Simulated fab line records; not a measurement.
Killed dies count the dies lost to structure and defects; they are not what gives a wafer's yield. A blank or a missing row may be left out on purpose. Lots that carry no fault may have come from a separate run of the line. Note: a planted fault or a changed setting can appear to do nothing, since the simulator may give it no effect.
One fault seen from 2 desks || flow rit cmos || what lay behind the numbers comes last; until then each desk has only its own

== FROM THE METROLOGY DESK ==
What the gauges read for every lot (on any tool): the sampled wafers with a number, averaged. Any lot whose mean is over 4 standard deviations away from the usual mean is out of limits and marked OUT; that distance is given in the brackets.
Columns: A = GATE_OXIDE_THK at RIT_GATE_THK_MEAS_07, usual 3.05 nm; B = GATE_POLY_THK at RIT_GATE_THK_MEAS_09, usual 250.8 nm; C = cd nm at RIT_GATE_CD_MEAS_16, usual 150.8 nm; D = GATE_OVL at RIT_GATE_OVL_MEAS_17, usual 0.5 nm
{"lot": "L682", "first seen here": "day 3 08:07", "A": 3.06, "B": 250.7, "C": 153.0, "D": -1.8}
{"lot": "L684", "first seen here": "day 3 18:08", "A": 2.97, "B": 251.9, "C": 152.1, "D": -0.3}
{"lot": "L692", "first seen here": "day 5 10:32", "A": 3.00, "B": 252.6, "C": 153.1, "D": -1.9}
{"lot": "L693", "first seen here": "day 5 16:00", "A": 3.08, "B": 246.4, "C": 150.3, "D": -1.0}
{"lot": "L699", "first seen here": "day 6 22:25", "A": 3.05, "B": 248.7, "C": 150.4, "D": 0.2}
{"lot": "L701", "first seen here": "day 7 10:52", "A": 3.19, "B": 255.8, "C": 149.0, "D": -0.3}
This desk's verdict: no lot among the 6 shows anything out of limits.

== AT THE TOOL OWNER'S DESK: rie si-01 ==
The tool's own readings at RIT_GATE_ETCH_19 (etches poly-Si in SF6/CHF3/O2, stops on SiO2, time 165 s, target depth 312.5 nm): means of the sampled wafers that have a number, for each lot that ran on this tool. Any lot whose mean is over 4 standard deviations away from the usual mean is out of limits and marked OUT; that distance is given in the brackets. Readings shown: 7 out of 8 (the first out of limits, and those lying furthest out on some lot).
Columns: A = CHF3_flow_sccm at RIT_GATE_ETCH_19, usual 29.97 sccm; B = SF6_flow_sccm at RIT_GATE_ETCH_19, usual 29.99 sccm; C = drypump motor current A at RIT_GATE_ETCH_19, usual 5.5 A; D = he backside leak sccm at RIT_GATE_ETCH_19, usual 2.8 sccm; E = oes product au at RIT_GATE_ETCH_19, usual 0.847 a.u.; F = rf fwd power W at RIT_GATE_ETCH_19, usual 159.2 W; G = throttle valve pct at RIT_GATE_ETCH_19, usual 10.15 %
{"lot": "L693", "first seen here": "day 5 18:59", "A": 30.00, "B": 29.95, "C": 5.2, "D": 3.1, "E": 0.843, "F": 159.3, "G": 10.34}
{"lot": "L699", "first seen here": "day 7 01:58", "A": 29.95, "B": 30.01, "C": 5.5, "D": 2.9, "E": "0.952 (+7.5) OUT", "F": 159.3, "G": 10.19}
{"lot": "L701", "first seen here": "day 7 13:50", "A": 29.91, "B": 30.00, "C": 5.1, "D": 3.0, "E": "0.965 (+8.4) OUT", "F": 159.7, "G": 10.14}
This desk's finding: out of limits on L699, L701; first on L699, day 7 01:58 (oes product au at RIT_GATE_ETCH_19). In limits: L693.

== TAKEN TOGETHER ==
The tool owner's desk had the chance to raise an alarm at day 7 01:58 on L699, L701.
Metrology desk: nothing out of limits seen.
The metrology desk has L699, L701 on record, within its limits.
Of the lots named, all ran RIT_GATE_ETCH_19 on rie si-01.

== WHAT THE SIMULATOR HAD PUT IN ==
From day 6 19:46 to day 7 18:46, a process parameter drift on rie si-01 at RIT_GATE_ETCH_19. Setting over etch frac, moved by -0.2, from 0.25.
Struck lots among those shown: L699, L701.
How many hours passed from the start of the fault until each desk's first out-of-limits reading: the tool owner's desk, 6.
